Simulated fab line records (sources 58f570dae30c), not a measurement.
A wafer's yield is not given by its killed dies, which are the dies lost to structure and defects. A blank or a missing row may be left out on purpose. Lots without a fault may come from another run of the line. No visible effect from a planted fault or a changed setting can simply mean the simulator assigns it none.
Split-lot study	flow berkeley-cmos170	on a route of 331 steps: 5 lots, 23 wafers read

== THE SPLIT ITSELF ==
At UCB170_M2_COAT_05 (resist thk 900 nm), the setting resist-thk-nm was moved away from the recipe's 900 nm on 5 of the 23 wafers read, by -4.8% to -1.5%. All remaining wafers had this setting at the recipe value.

The split's own step is where the reading is taken.

== THE READING ==
KrF_of_M2_COAT_05.thk-nm (the simulator's own value, which no gauge read), in nm, at UCB170_M2_COAT_05 (resist thk 900 nm). The file does not state a usual value for it. Average 899.5 nm, standard deviation 3.3 nm, over the 18 wafers here run with the recipe.

wafer	tool, chamber at the split	resist-thk-nm as run, nm	against the recipe	KrF_of_M2_COAT_05.thk-nm, nm	against lot-mates on the recipe
L075.1	litho-track-04, 0	900	recipe	897.6	-
L075.2	litho-track-04, 0	900	recipe	894.8	-
L075.3	litho-track-04, 0	900	recipe	892.5	-
L075.4	litho-track-04, 0	900	recipe	900.9	-
L075.5	litho-track-04, 0	900	recipe	898	-
L077.2	litho-track-03, 0	900	recipe	903.5	-
L077.3	litho-track-03, 0	900	recipe	901.1	-
L077.4	litho-track-03, 0	900	recipe	902.7	-
L078.1	litho-track-01, 0	900	recipe	905.2	-
L078.2	litho-track-01, 0	886.2	-1.5%	889	-13.3
L078.3	litho-track-01, 0	886.2	-1.5%	890.1	-12.2
L078.5	litho-track-01, 0	900	recipe	901.7	-
L078.6	litho-track-01, 0	900	recipe	900	-
L080.1	litho-track-04, 0	900	recipe	892.9	-
L080.2	litho-track-04, 0	857	-4.8%	856	-39.8
L080.3	litho-track-04, 0	857	-4.8%	853.9	-41.9
L080.5	litho-track-04, 0	900	recipe	898.6	-
L080.6	litho-track-04, 0	857	-4.8%	852.4	-43.4
L084.1	litho-track-04, 0	900	recipe	899.2	-
L084.2	litho-track-04, 0	900	recipe	901.5	-
L084.3	litho-track-04, 0	900	recipe	899.4	-
L084.4	litho-track-04, 0	900	recipe	899.6	-
L084.6	litho-track-04, 0	900	recipe	901.6	-

FIT RESULTS
A straight line over all 23 wafers: KrF_of_M2_COAT_05.thk-nm changes by +9.38 nm for each +1% of resist-thk-nm; r = +0.98; the points scatter about the line by 3.4 nm.
The same after taking each lot's own level away (the mean of its wafers on the recipe; 23 wafers): +8.7 nm for each +1%; r = +0.99; scatter 2 nm.
That fit puts the effect of the largest move of resist-thk-nm on the reading at 42 nm.
The span of the lots' own levels, 895.75 to 902.43 nm, comes to 2.0 times the standard deviation stated above.
The two slopes are in agreement: the lot-to-lot level therefore moves the slope only a little.
Check: -42.3 nm against its lot-mates is what the line predicts for one of the wafers moved furthest among these (-4.8%) when that wafer is left out of the fit. It came out at -39.8 nm against them.

== FURTHER SPLITS ON THESE WAFERS ==
Before the reading, these wafers also passed through other splits. Each is held against what the fit with the lots' levels taken away leaves over:
other split on the same wafers	wafers away from the commonest value	r with KrF_of_M2_COAT_05.thk-nm (lot level and that fit taken away)
UCB170_BACKSIDE_STRIP_03 power-w	7	-0.18
UCB170_SDANNEAL_RTA_01 time-s	7	+0.12
UCB170_CONTACT_EXPOSE_12 dose-mj	9	-0.02
UCB170_M1_EXPOSE_06 dose-mj	6	+0.12
UCB170_M2_SPUTTER_01 time-s	7	-0.08

== THE WHOLE CHAIN: every reading that the file lists as answering this split, in the file's order ==
step	what it does	reading	change (the file's fit)	r (the file's)
UCB170_M2_COAT_05	resist thk 900 nm	KrF_of_M2_COAT_05.thk-nm (the simulator's own value, which no gauge read)	+8.68 nm for each +1% of the setting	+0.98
UCB170_M2_STRIP_07	strips in O2	strip-time-to-endpoint-s	withheld for each +1% of the setting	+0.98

== THE FILE'S OWN FIT ==
KrF_of_M2_COAT_05.thk-nm changes by +8.68 nm for each +1% of resist-thk-nm, r = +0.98.
